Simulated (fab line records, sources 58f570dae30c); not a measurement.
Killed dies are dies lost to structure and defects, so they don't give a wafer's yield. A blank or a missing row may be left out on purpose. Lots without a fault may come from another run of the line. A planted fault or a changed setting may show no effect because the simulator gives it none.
Problem report in the 8D (eight disciplines) form, filled by code | flow berkeley_cmos170 | the parts of the form that need people (team, actions taken, sign-off) are left out

1. THE PROBLEM
NVT_TW at UCB170_NVT_TW_MEAS_09 reads a mean of 477 on 6 wafers of 2 lots; wafers without a fault read 519 with a standard deviation of 4.2. That is -10 standard deviations from the usual mean.
First seen on wafer L742.2, day 9 19:58, on film_metro-01. The record holds 42 wafers of 14 lots with a number at this step. Rule for "out", or "out of limits": more than 4 standard deviations from the usual mean. The other wafers with a number count as sound.

2. WHAT IT IS AND WHAT IT IS NOT
question                    | is                     | is not
which readings at this step | NVT_TW                 | -
which lots                  | L742, L744             | L723, L724, L725, L726, L727, L729, L730, L733, L734, L740, L745, L746
which wafers of those lots  | all that have a number | -
read on which gauges        | film_metro-01          | film_metro-03, film_metro-04
when                        | from day 9 19:58       | up to then (30 sound wafers); but 6 sound wafers of L745, L746 came after

3. SUSPECTS, AND WHAT RULES EACH OUT
Counting: a tool at a process step up to the reading stays a suspect if it ran every lot that is out and no sound lot after the first of them.
- the gauge at UCB170_NVT_TW_MEAS_09: ruled out. All the wafers that are out were read on film_metro-01, but those of them that UCB170_NVT_IMPLANT_07 has rows for are out there too, on other tools.
- implanter-02 at UCB170_NVT_IMPLANT_07: kept. It ran every lot that is out, first L742 (day 9 19:44), and no sound lot after that; its last sound lot up to then is L733 (day 8 01:34). Its own readings are out on those wafers: dose_ions_cm2, faraday_current_uA.
Left after counting: implanter-02 at UCB170_NVT_IMPLANT_07.

4. THE CAUSE (what the simulator had put in)
Process parameter drift: implanter-02, from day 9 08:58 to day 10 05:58, at UCB170_NVT_IMPLANT_07. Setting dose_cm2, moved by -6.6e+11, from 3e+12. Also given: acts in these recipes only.
Counting left only this tool.

5. THE CHAIN OF EFFECTS, in route order
Each row: a reading whose mean over the struck wafers that have a number lies more than 3 standard deviations from the usual. Only readings for which the record gives a usual standard deviation are gone through. hours: the time from each lot's start at the first step in this table that gives one to its start at this step, as a median over the lots. sigmas: the change in usual standard deviations.
hours | step                  | reading            | usual | on struck wafers | change | sigmas
0     | UCB170_NVT_IMPLANT_07 | dose_ions_cm2      | 3e+12 | 2e+12            | -7e+11 | -99 or more
0     | UCB170_NVT_IMPLANT_07 | faraday_current_uA | 9.53  | 7.35             | -2.18  | -12
0     | UCB170_NVT_TW_MEAS_09 | NVT_TW             | 519   | 477              | -42    | -10
The process steps in it:
- UCB170_NVT_IMPLANT_07

6. WHAT WOULD HAVE CAUGHT IT SOONER
In this record the first reading out of limits at a measuring or inspecting step was taken at day 9 19:58, 11 hours after the fault began at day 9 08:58.
The tool's own readings at UCB170_NVT_IMPLANT_07 were out on every struck wafer that the step has a row for (dose_ions_cm2, faraday_current_uA): an alarm limit on them would have fired on the first of those.
Of the lots that are out (2), L744 began UCB170_NVT_IMPLANT_07 on implanter-02 after day 9 19:58. A hold on the tool at that time would have spared it.
